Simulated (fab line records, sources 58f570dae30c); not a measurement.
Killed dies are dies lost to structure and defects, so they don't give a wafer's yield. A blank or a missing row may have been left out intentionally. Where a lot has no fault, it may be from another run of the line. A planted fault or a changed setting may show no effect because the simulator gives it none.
Which tool was responsible? | flow berkeleyCmos170 | 15 lots, 45 wafers sampled, at 4 steps of a route of 331

## WHAT EACH GAUGE READ, for each wafer
UCB170_ACTIVE_THK_MEAS_06. Usual: ACTIVE_NITRIDE_THK typically reads 219.6 nm, with standard deviation 2.
lot  | measured    | on           | ACTIVE_NITRIDE_THK (nm) | flag
L371 | day 4 02:59 | filmMetro-03 | 219.8 219.5 219.2       | 
L375 | day 5 07:01 | filmMetro-01 | 222.4 220.4 222.8       | 
L381 | day 6 08:05 | filmMetro-03 | 219.2 222.2 220.1       | 
L382 | day 6 09:58 | filmMetro-01 | 220.3 220.0 219.4       | 
L383 | day 6 09:58 | filmMetro-03 | 222.4 222.1 222.0       | 
L384 | day 6 16:52 | filmMetro-04 | 216.9 218.0 218.2       | 
L385 | day 7 03:52 | filmMetro-03 | 221.2 222.4 221.0       | 
L387 | day 7 19:59 | filmMetro-04 | 219.1 217.8 218.7       | 
L388 | day 7 14:50 | filmMetro-01 | 220.2 217.8 220.6       | 
L389 | day 7 20:02 | filmMetro-01 | 220.1 219.4 221.7       | 
L391 | day 8 01:53 | filmMetro-01 | 221.1 221.1 221.0       | 
L393 | day 8 09:48 | filmMetro-04 | 216.3 215.1 216.1       | 

## WHAT TOOL EACH LOT RAN ON (gives the tool, then ch and the chambers of the sampled wafers, and finally the start)
lot  | UCB170_NWELL_ETCH_13             | UCB170_NWELL_STRIP_15              | UCB170_PWELL_ETCH_14
L371 | rieDiel-03 ch 0,3, day 2 12:11   | plasmaAsher-04 ch 0,1, day 2 12:26 | rieDiel-01 ch 1,2, day 3 02:56
L375 | rieDiel-02 ch 1,3, day 3 06:10   | plasmaAsher-02 ch 0,1, day 3 06:25 | rieDiel-01 ch 1,2,3, day 4 01:59
L377 | rieDiel-03 ch 0,2, day 3 11:09   | plasmaAsher-04 ch 0,1, day 3 11:26 | -
L376 | rieDiel-02 ch 0,3, day 3 11:16   | plasmaAsher-02 ch 0,1, day 3 11:33 | -
L378 | rieDiel-01 ch 0,1,2, day 3 18:50 | plasmaAsher-02 ch 0,1, day 3 19:07 | -
L381 | rieDiel-01 ch 0,3, day 4 13:04   | plasmaAsher-01 ch 0,1, day 4 13:20 | rieDiel-01 ch 0,1,3, day 5 07:35
L382 | rieDiel-01 ch 1,2,3, day 4 17:56 | plasmaAsher-04 ch 0,1, day 4 18:11 | rieDiel-04 ch 1,2,3, day 5 10:05
L383 | rieDiel-03 ch 0,3, day 4 18:13   | plasmaAsher-02 ch 0,1, day 4 18:28 | rieDiel-01 ch 1,2, day 5 10:22
L384 | rieDiel-02 ch 0,1,3, day 5 02:34 | plasmaAsher-01 ch 0,1, day 5 02:49 | rieDiel-02 ch 1,2,3, day 5 15:22
L385 | rieDiel-02 ch 0,1,3, day 5 11:29 | plasmaAsher-04 ch 0,1, day 5 11:44 | rieDiel-02 ch 0,1,3, day 6 03:45
L387 | rieDiel-02 ch 1,2, day 5 19:38   | plasmaAsher-02 ch 0,1, day 5 19:53 | rieDiel-01 ch 0,1, day 6 12:31
L388 | rieDiel-01 ch 1,2, day 5 19:54   | plasmaAsher-01 ch 0,1, day 5 20:11 | rieDiel-02 ch 0,2,3, day 6 12:15
L389 | rieDiel-01 ch 1,3, day 6 01:02   | plasmaAsher-02 ch 0,1, day 6 01:20 | rieDiel-04 ch 0,1, day 6 17:25
L391 | rieDiel-03 ch 0,2, day 6 09:35   | plasmaAsher-04 ch 0, day 6 09:50   | rieDiel-04 ch 0,2, day 7 02:00
L393 | rieDiel-03 ch 0,1,2, day 6 19:15 | plasmaAsher-01 ch 0,1, day 6 19:30 | rieDiel-01 ch 1,3, day 7 12:10
- UCB170_NWELL_ETCH_13: etches Si3N4 in CH3F/Ar/O2, stops on SiO2, target depth 246.4 nm, time 154 s.
- UCB170_NWELL_STRIP_15: strips in O2.
- UCB170_PWELL_ETCH_14: etches Si3N4 in CH3F/Ar/O2, stops on SiO2, target depth 242 nm, time 151 s.

## WHAT THE TOOLS THEMSELVES READ (means of the sampled wafers that have a number; where no wafer has one, the mark that the record gives instead)
UCB170_NWELL_ETCH_13. Usual: CH3F_flow_sccm 20.00 sccm, standard deviation 0.06; O2_flow_sccm 6.999 sccm, standard deviation 0.021; drypumpMotorCurrentA 5.7 A, standard deviation 0.4; oesProductAu 0.941 a.u., standard deviation 0.015; throttleValvePct 8.08 %, standard deviation 0.11.
lot  | tool       | CH3F_flow_sccm (sccm) | O2_flow_sccm (sccm) | drypumpMotorCurrentA (A) | oesProductAu (a.u.) | throttleValvePct (%) | flag
L371 | rieDiel-03 | 19.99                 | 7.011               | 5.4                      | 0.938               | 8.11                 | 
L375 | rieDiel-02 | 19.99                 | 6.993               | 5.6                      | 0.945               | 8.01                 | 
L377 | rieDiel-03 | -                     | -                   | -                        | -                   | -                    | OFF
L376 | rieDiel-02 | -                     | -                   | -                        | -                   | -                    | OFF
L378 | rieDiel-01 | -                     | -                   | -                        | -                   | -                    | OFF
L381 | rieDiel-01 | 19.92                 | 7.016               | 5.3                      | 0.952               | 7.96                 | 
L382 | rieDiel-01 | 19.98                 | 7.004               | 5.7                      | 0.964               | 8.12                 | 
L383 | rieDiel-03 | 20.06                 | 6.988               | 5.2                      | 0.931               | 8.07                 | 
L384 | rieDiel-02 | 20.00                 | 7.018               | 5.8                      | 0.930               | 8.10                 | 
L385 | rieDiel-02 | 19.97                 | 6.980               | 5.8                      | 0.927               | 8.09                 | 
L387 | rieDiel-02 | 19.92                 | 7.006               | 5.8                      | 0.920               | 8.03                 | 
L388 | rieDiel-01 | 20.01                 | 6.999               | 5.9                      | 0.938               | 8.20                 | 
L389 | rieDiel-01 | 19.98                 | 7.003               | 5.2                      | 0.961               | 7.96                 | 
L391 | rieDiel-03 | 20.01                 | 6.991               | 5.5                      | 0.925               | 8.12                 | 
L393 | rieDiel-03 | 20.01                 | 7.007               | 5.5                      | 0.942               | 8.10                 | 

UCB170_NWELL_STRIP_15. Usual: drypumpMotorCurrentA 5.7 A, standard deviation 0.66; oesProductAu 0.721 a.u., standard deviation 0.0045; stripTimeToEndpointS 17.98 s, standard deviation 0.077.
lot  | tool           | drypumpMotorCurrentA (A) | oesProductAu (a.u.) | stripTimeToEndpointS (s) | flag
L371 | plasmaAsher-04 | 6.3                      | 0.720               | 18.03                    | 
L375 | plasmaAsher-02 | 5.8                      | 0.721               | 17.98                    | 
L377 | plasmaAsher-04 | 6.1                      | 0.741               | 21.70                    | OFF
L376 | plasmaAsher-02 | 6.1                      | 0.736               | 21.56                    | OFF
L378 | plasmaAsher-02 | 6.2                      | 0.738               | 21.61                    | OFF
L381 | plasmaAsher-01 | 4.9                      | 0.720               | 17.95                    | 
L382 | plasmaAsher-04 | 6.3                      | 0.722               | 17.95                    | 
L383 | plasmaAsher-02 | 6.2                      | 0.718               | 18.00                    | 
L384 | plasmaAsher-01 | 4.8                      | 0.718               | 18.09                    | 
L385 | plasmaAsher-04 | 6.0                      | 0.722               | 18.04                    | 
L387 | plasmaAsher-02 | 6.2                      | 0.721               | 18.05                    | 
L388 | plasmaAsher-01 | 4.8                      | 0.719               | 17.93                    | 
L389 | plasmaAsher-02 | 5.8                      | 0.721               | 18.05                    | 
L391 | plasmaAsher-04 | 6.5                      | 0.717               | 17.90                    | 
L393 | plasmaAsher-01 | 4.9                      | 0.720               | 17.98                    | 

UCB170_PWELL_ETCH_14. Usual: CH3F_flow_sccm 20.00 sccm, standard deviation 0.062; O2_flow_sccm 7.001 sccm, standard deviation 0.019; drypumpMotorCurrentA 5.8 A, standard deviation 0.39; oesProductAu 0.945 a.u., standard deviation 0.016; throttleValvePct 8.12 %, standard deviation 0.13.
lot  | tool       | CH3F_flow_sccm (sccm) | O2_flow_sccm (sccm) | drypumpMotorCurrentA (A) | oesProductAu (a.u.) | throttleValvePct (%) | flag
L371 | rieDiel-01 | 20.04                 | 7.009               | 6.1                      | 0.943               | 8.25                 | 
L375 | rieDiel-01 | 20.03                 | 6.986               | 5.7                      | 0.954               | 8.12                 | 
L381 | rieDiel-01 | 20.01                 | 7.018               | 5.5                      | 0.955               | 8.04                 | 
L382 | rieDiel-04 | 19.97                 | 6.985               | 6.0                      | 0.949               | 8.18                 | 
L383 | rieDiel-01 | 19.99                 | 7.006               | 5.9                      | 0.951               | 8.20                 | 
L384 | rieDiel-02 | 20.04                 | 6.994               | 5.8                      | 0.929               | 8.00                 | 
L385 | rieDiel-02 | 19.99                 | 6.991               | 5.8                      | 0.938               | 8.09                 | 
L387 | rieDiel-01 | 19.99                 | 7.010               | 5.7                      | 0.942               | 8.13                 | 
L388 | rieDiel-02 | 19.99                 | 7.004               | 5.9                      | 0.946               | 8.06                 | 
L389 | rieDiel-04 | 20.00                 | 7.015               | 5.8                      | 0.941               | 8.19                 | 
L391 | rieDiel-04 | 19.96                 | 7.012               | 5.9                      | 0.932               | 8.15                 | 
L393 | rieDiel-01 | 19.99                 | 6.980               | 5.4                      | 0.950               | 8.06                 | 

## THE ANSWER, worked out from the rows above alone
Rule: a lot is off if the mean of its wafers that have a number lies more than 3 standard deviations from the usual mean. A lot without any number at a reading at which 4 lots or more have one is off too. Any other lot the step has rows for is counted as sound. First the gauges in route order, then the tools' own readings, where a lot's mean is used as printed above. The first step at which some lot is off is used, and at that step the reading that is off furthest; a lot without a number counts as furthest.
Off: L377, L376, L378, at UCB170_NWELL_ETCH_13 (CH3F_flow_sccm). Without a number there: L377, L376, L378.
If a tool, at that step or one of the process steps before it, ran each lot that is off and ran no sound lot following the first of them, it fits. Not one of the candidates tried fits.

## WHAT WAS PUT IN BY THE SIMULATOR
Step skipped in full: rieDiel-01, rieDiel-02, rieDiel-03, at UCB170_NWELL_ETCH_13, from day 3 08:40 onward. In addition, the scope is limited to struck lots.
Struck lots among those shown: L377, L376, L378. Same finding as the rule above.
